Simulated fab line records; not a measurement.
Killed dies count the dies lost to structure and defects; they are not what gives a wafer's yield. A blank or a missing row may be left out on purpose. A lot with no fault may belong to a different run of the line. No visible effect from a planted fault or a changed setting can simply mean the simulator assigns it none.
A lot that was struck, set against a sound lot | flow berkeley_cmos170 | 23 out of 331 route steps
Sound: these wafers, L864.4, L864.5, L864.6. The struck wafers were L872.4, L872.5, L872.6. The cause is named last.
Each step with rows lists, per side, the tool, then ch with its chambers, then its first start. Under that, the readings that differ: sound wafers | struck wafers | difference of the means | sigmas: that difference in standard deviations of wafers without a fault.
alike: a reading whose means differ by less than 2 such deviations, as well as words and numbers matching on both sides. not compared: withheld readings; readings where some wafer has no value; bounds like >300 that might hide an equal value; numbers whose values overlap and for which the record gives no deviation.
Wherever a step has rows on one side only, a row that says differs or no value, or a row with sigmas, the two part there. Numbers that have no deviation but don't overlap get no sigmas and don't part them. Lack of a reading on every wafer of one side parts them only where that side has two or more wafers.

first, 4 steps without rows for these wafers: UCB170_PWELL_WET_ETCH_19 (etches Si3N4 in H3PO4, time 14400 s); UCB170_PWELL_WET_ETCH_20 (etches SiO2 in BOE, time 22 s); UCB170_WELLDRIVE_CLEAN_00 (cleans in SPM, time 600 s); UCB170_WELLDRIVE_OXIDATION_01 (target thk 199 nm, ox time 9000 s).
UCB170_WELLDRIVE_THK_MEAS_02:
  struck on film_metro-03, day 7 01:08; sound on film_metro-03, day 5 11:52
  alike: WELLDRIVE_OXIDE_THK
then, 5 steps without rows for these wafers: UCB170_WELLDRIVE_ANNEAL_03 (time 900 s); UCB170_WELLDRIVE_WET_ETCH_04 (etches SiO2 in BOE, time 120 s); UCB170_ACTIVE_CLEAN_00 (cleans in SPM, time 600 s); UCB170_ACTIVE_CLEAN_01 (cleans in dHF, time 60 s); UCB170_ACTIVE_OXIDATION_02 (target thk 26.4 nm, ox time 1260 s).
UCB170_ACTIVE_THK_MEAS_03:
  struck on film_metro-01, day 7 06:41; sound on film_metro-02, day 5 21:55
  alike: ACTIVE_OXIDE_THK
then, 1 step without rows for these wafers: UCB170_ACTIVE_ANNEAL_04 (time 900 s).
UCB170_ACTIVE_CVD_05: deposits Si3N4 from SiH2Cl2/NH3, target thk 220 nm, time 3300 s.
  sound on lpcvd-01 ch 0, day 6 02:34; struck on lpcvd-01 ch 0, day 7 11:34
  reading                                  | sound             | struck            | difference | sigmas
  model.Si3N4_of_ACTIVE_CVD_05.thk_nm (nm) | 221.5 219.4 220.1 | 273.4 272.9 275.7 | +53.7      |
  alike: pressure_mtorr, sih2cl2_flow_sccm, zone_power_centre_pct
UCB170_ACTIVE_THK_MEAS_06:
  struck on film_metro-02, day 7 13:51; sound on film_metro-03, day 6 05:28
  reading                 | sound             | struck            | difference | sigmas
  ACTIVE_NITRIDE_THK (nm) | 221.5 219.3 220.1 | 273.5 272.8 275.7 | +53.7      | +20
  not compared: hold
then, 5 steps without rows for these wafers: UCB170_ACTIVE_COAT_08 (resist thk 900 nm); UCB170_ACTIVE_SOFTBAKE_09 (time 60 s); UCB170_ACTIVE_EXPOSE_10 (exposes mask ACTIVE, target cd 1200 nm); UCB170_ACTIVE_PEB_11; UCB170_ACTIVE_DEVELOP_12 (develop time 45 s).
UCB170_ACTIVE_CD_MEAS_13 targets a cd of 1200 nm.
  struck on cd_sem-01, day 7 20:43; sound on cd_sem-02, day 6 06:49
  reading    | sound                | struck               | difference | sigmas
  cd_nm (nm) | 1197.3 1195.9 1197.2 | 1201.7 1201.2 1201.2 | +4.6       | +3
UCB170_ACTIVE_OVL_MEAS_14:
  struck on overlay-02, day 7 20:48; sound on overlay-01, day 6 06:54
  alike: ACTIVE_OVL
UCB170_ACTIVE_ETCH_15: etches Si3N4 in CH3F/Ar/O2, stops on SiO2, target depth 242 nm, time 151 s.
  sound on rie_diel-02 ch 1,2,3, day 6 06:55; struck on rie_diel-01 ch 0,1,3, day 7 20:52
  reading                  | sound             | struck            | difference | sigmas
  oes_product_au (a.u.)    | 0.947 0.947 0.972 | 1.005 0.974 1.017 | +0.043     | +3
  model.etch.depth_nm (nm) | 221.5 219.4 220.1 | 238.9 239.8 242.4 | +20.0      |
  alike: CH3F_flow_sccm, drypump_motor_current_A, mfc_ar_sccm, rf_fwd_power_W, throttle_valve_pct
  not compared: rf_hours_counter_h
UCB170_ACTIVE_STRIP_16: strips in O2.
  sound on plasma_asher-04 ch 0,1, day 6 07:03; struck on plasma_asher-02 ch 0,1, day 7 20:57
  alike: drypump_motor_current_A, oes_product_au, strip_time_to_endpoint_s
  not compared: rf_hours_counter_h

WHERE THEY PART
Last at UCB170_ACTIVE_ETCH_15 as far as this record goes, first at UCB170_ACTIVE_THK_MEAS_06. Later steps at which nothing parts them and some readings are alike: UCB170_ACTIVE_STRIP_16.

WHY: what had been put in by the simulator
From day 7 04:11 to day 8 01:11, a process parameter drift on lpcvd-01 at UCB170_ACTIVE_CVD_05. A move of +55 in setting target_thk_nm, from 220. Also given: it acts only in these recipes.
